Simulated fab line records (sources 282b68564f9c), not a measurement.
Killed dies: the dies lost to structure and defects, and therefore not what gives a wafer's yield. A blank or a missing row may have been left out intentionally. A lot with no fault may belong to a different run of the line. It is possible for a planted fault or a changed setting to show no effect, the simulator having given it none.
Which tool did it? / flow ritCmos / 14 lots, 42 wafers sampled, at 4 steps of a route of 202

## WHAT EACH GAUGE READ, for each wafer
RIT_GATE_THK_MEAS_09. Usual: GATE_POLY_THK gives 250.0 nm (standard deviation 2.4).
lot=L790; measured=day 2 11:01; on=filmMetro-04; GATE_POLY_THK (nm)=250.1 249.9 250.1; flag=
lot=L791; measured=day 2 18:23; on=filmMetro-01; GATE_POLY_THK (nm)=246.1 248.9 248.9; flag=
lot=L792; measured=day 2 21:30; on=filmMetro-01; GATE_POLY_THK (nm)=251.0 251.5 250.3; flag=
lot=L793; measured=day 3 02:27; on=filmMetro-04; GATE_POLY_THK (nm)=247.8 246.4 245.3; flag=
lot=L794; measured=day 3 08:43; on=filmMetro-01; GATE_POLY_THK (nm)=251.4 253.1 250.4; flag=
lot=L795; measured=day 3 16:43; on=filmMetro-04; GATE_POLY_THK (nm)=249.2 250.1 249.6; flag=
lot=L796; measured=day 3 19:25; on=filmMetro-02; GATE_POLY_THK (nm)=249.5 248.9 250.8; flag=
lot=L797; measured=day 4 00:41; on=filmMetro-04; GATE_POLY_THK (nm)=247.9 249.3 247.3; flag=
lot=L802; measured=day 5 03:41; on=filmMetro-04; GATE_POLY_THK (nm)=252.9 249.8 252.7; flag=
lot=L806; measured=day 6 03:03; on=filmMetro-02; GATE_POLY_THK (nm)=253.9 251.4 252.5; flag=
lot=L807; measured=day 6 05:41; on=filmMetro-02; GATE_POLY_THK (nm)=249.1 246.9 246.3; flag=
lot=L808; measured=day 6 07:01; on=filmMetro-01; GATE_POLY_THK (nm)=248.7 247.9 248.6; flag=
lot=L809; measured=day 6 12:41; on=filmMetro-01; GATE_POLY_THK (nm)=250.8 249.4 250.0; flag=
lot=L812; measured=day 7 06:09; on=filmMetro-02; GATE_POLY_THK (nm)=246.6 248.3 245.6; flag=

RIT_NLDD_TW_MEAS_10. Usual: NLDD_TW gives 2480 (standard deviation 14).
lot=L790; measured=day 2 17:56; on=filmMetro-03; NLDD_TW=2469 2454 2469; flag=
lot=L791; measured=day 3 00:29; on=filmMetro-04; NLDD_TW=2495 2488 2478; flag=
lot=L792; measured=day 3 04:17; on=filmMetro-04; NLDD_TW=2479 2492 2470; flag=
lot=L793; measured=day 3 08:32; on=filmMetro-03; NLDD_TW=2468 2476 2485; flag=
lot=L794; measured=day 3 15:04; on=filmMetro-03; NLDD_TW=2479 2497 2461; flag=
lot=L795; measured=day 3 23:39; on=filmMetro-02; NLDD_TW=2465 2456 2475; flag=
lot=L796; measured=day 4 03:07; on=filmMetro-03; NLDD_TW=2495 2480 2475; flag=
lot=L797; measured=day 4 06:53; on=filmMetro-03; NLDD_TW=2483 2486 2488; flag=
lot=L802; measured=day 5 10:38; on=filmMetro-02; NLDD_TW=2484 2485 2476; flag=
lot=L806; measured=day 6 09:41; on=filmMetro-03; NLDD_TW=2492 2486 2503; flag=
lot=L807; measured=day 6 12:07; on=filmMetro-04; NLDD_TW=2491 2482 2474; flag=
lot=L808; measured=day 6 14:38; on=filmMetro-03; NLDD_TW=2483 2491 2486; flag=
lot=L809; measured=day 6 19:44; on=filmMetro-02; NLDD_TW=2500 2476 2481; flag=
lot=L812; measured=day 7 12:20; on=filmMetro-04; NLDD_TW=2449 2445 2462; flag=

RIT_PLDD_TW_MEAS_10. Usual: PLDD_TW gives 2339 (standard deviation 10).
lot=L790; measured=day 2 19:29; on=filmMetro-04; PLDD_TW=2345 2345 2349; flag=
lot=L791; measured=day 3 01:55; on=filmMetro-02; PLDD_TW=2342 2333 2339; flag=
lot=L792; measured=day 3 05:42; on=filmMetro-03; PLDD_TW=2311 2330 2329; flag=
lot=L793; measured=day 3 10:03; on=filmMetro-04; PLDD_TW=2346 2351 2342; flag=
lot=L794; measured=day 3 16:32; on=filmMetro-03; PLDD_TW=2330 2333 2344; flag=
lot=L795; measured=day 4 01:18; on=filmMetro-04; PLDD_TW=2338 2351 2342; flag=
lot=L796; measured=day 4 04:40; on=filmMetro-03; PLDD_TW=30 30 30; flag=OFF
lot=L797; measured=day 4 08:18; on=filmMetro-03; PLDD_TW=2345 2364 2345; flag=
lot=L802; measured=day 5 12:11; on=filmMetro-04; PLDD_TW=30 30 30; flag=OFF
lot=L806; measured=day 6 11:14; on=filmMetro-03; PLDD_TW=2334 2337 2338; flag=
lot=L807; measured=day 6 13:33; on=filmMetro-04; PLDD_TW=2336 2339 2339; flag=
lot=L808; measured=day 6 16:03; on=filmMetro-03; PLDD_TW=2348 2334 2338; flag=
lot=L809; measured=day 6 21:10; on=filmMetro-04; PLDD_TW=2341 2332 2339; flag=
lot=L812; measured=day 7 13:57; on=filmMetro-02; PLDD_TW=2353 2326 2344; flag=

## WHAT TOOL EACH LOT RAN ON (gives the tool, then ch and the chambers of the sampled wafers, and finally the start)
lot=L790; RIT_PLDD_DEVELOP_05=lithoTrack-01 ch 0, day 2 18:00
lot=L791; RIT_PLDD_DEVELOP_05=lithoTrack-03 ch 0, day 3 01:00
lot=L792; RIT_PLDD_DEVELOP_05=lithoTrack-03 ch 0, day 3 05:00
lot=L793; RIT_PLDD_DEVELOP_05=lithoTrack-03 ch 0, day 3 09:00
lot=L794; RIT_PLDD_DEVELOP_05=lithoTrack-02 ch 0, day 3 15:00
lot=L795; RIT_PLDD_DEVELOP_05=lithoTrack-02 ch 0, day 4 00:00
lot=L796; RIT_PLDD_DEVELOP_05=lithoTrack-02 ch 0, day 4 04:00
lot=L797; RIT_PLDD_DEVELOP_05=lithoTrack-03 ch 0, day 4 07:00
lot=L802; RIT_PLDD_DEVELOP_05=lithoTrack-02 ch 0, day 5 11:00
lot=L806; RIT_PLDD_DEVELOP_05=lithoTrack-01 ch 0, day 6 10:00
lot=L807; RIT_PLDD_DEVELOP_05=lithoTrack-01 ch 0, day 6 12:00
lot=L808; RIT_PLDD_DEVELOP_05=lithoTrack-03 ch 0, day 6 15:00
lot=L809; RIT_PLDD_DEVELOP_05=lithoTrack-03 ch 0, day 6 20:00
lot=L812; RIT_PLDD_DEVELOP_05=lithoTrack-01 ch 0, day 7 13:00
- RIT_PLDD_DEVELOP_05: develop time 50 s.

## WHAT THE TOOLS THEMSELVES READ (means of the sampled wafers that have a number; where no wafer has one, the mark that the record gives instead)
RIT_PLDD_DEVELOP_05. Usual: developerTempC 22.98 C, standard deviation 0.098; resistLineTempC 23.01 C, standard deviation 0.11.
lot=L790; tool=lithoTrack-01; developerTempC (C)=23.02; resistLineTempC (C)=23.12; flag=
lot=L791; tool=lithoTrack-03; developerTempC (C)=23.00; resistLineTempC (C)=23.20; flag=
lot=L792; tool=lithoTrack-03; developerTempC (C)=23.16; resistLineTempC (C)=22.92; flag=
lot=L793; tool=lithoTrack-03; developerTempC (C)=23.10; resistLineTempC (C)=22.92; flag=
lot=L794; tool=lithoTrack-02; developerTempC (C)=22.86; resistLineTempC (C)=22.91; flag=
lot=L795; tool=lithoTrack-02; developerTempC (C)=23.01; resistLineTempC (C)=23.07; flag=
lot=L796; tool=lithoTrack-02; developerTempC (C)=22.92; resistLineTempC (C)=23.11; flag=
lot=L797; tool=lithoTrack-03; developerTempC (C)=22.94; resistLineTempC (C)=22.99; flag=
lot=L802; tool=lithoTrack-02; developerTempC (C)=23.03; resistLineTempC (C)=22.98; flag=
lot=L806; tool=lithoTrack-01; developerTempC (C)=22.95; resistLineTempC (C)=22.93; flag=
lot=L807; tool=lithoTrack-01; developerTempC (C)=22.92; resistLineTempC (C)=23.03; flag=
lot=L808; tool=lithoTrack-03; developerTempC (C)=22.92; resistLineTempC (C)=23.04; flag=
lot=L809; tool=lithoTrack-03; developerTempC (C)=22.96; resistLineTempC (C)=23.23; flag=
lot=L812; tool=lithoTrack-01; developerTempC (C)=23.05; resistLineTempC (C)=22.99; flag=

## THE ANSWER, worked out from the rows above alone
Rule: a lot counts as off when the mean over its wafers that have a number is more than 3 standard deviations away from the usual mean. A lot without any number at a reading at which 4 lots or more have one is off too. Where the step has rows for the other lots, those lots are counted as sound. After the gauges, taken in route order, come the tools' own readings; for these a lot's mean is taken, as printed above. At the first step where some lot is off, the reading lying furthest off is the one used; lots without a number count as furthest.
Off: L796, L802, at RIT_PLDD_TW_MEAS_10 (PLDD_TW).
A tool fits if, at a process step before that reading, it ran every lot that is off, and no sound lot after the first of them. Gauges at RIT_PLDD_TW_MEAS_10: tried the same way as those tools. One candidate fits, namely lithoTrack-02 at RIT_PLDD_DEVELOP_05. Its last sound lot is L795 (day 4 00:00), its first lot that is off L796 (day 4 04:00): a fault that began between those two fits.

## WHAT THE SIMULATOR HAD INSERTED
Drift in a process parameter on lithoTrack-02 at RIT_PLDD_DEVELOP_05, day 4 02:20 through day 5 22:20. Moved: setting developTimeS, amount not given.
Shown lots that were struck: L796, L802. The rule above reached the same finding.
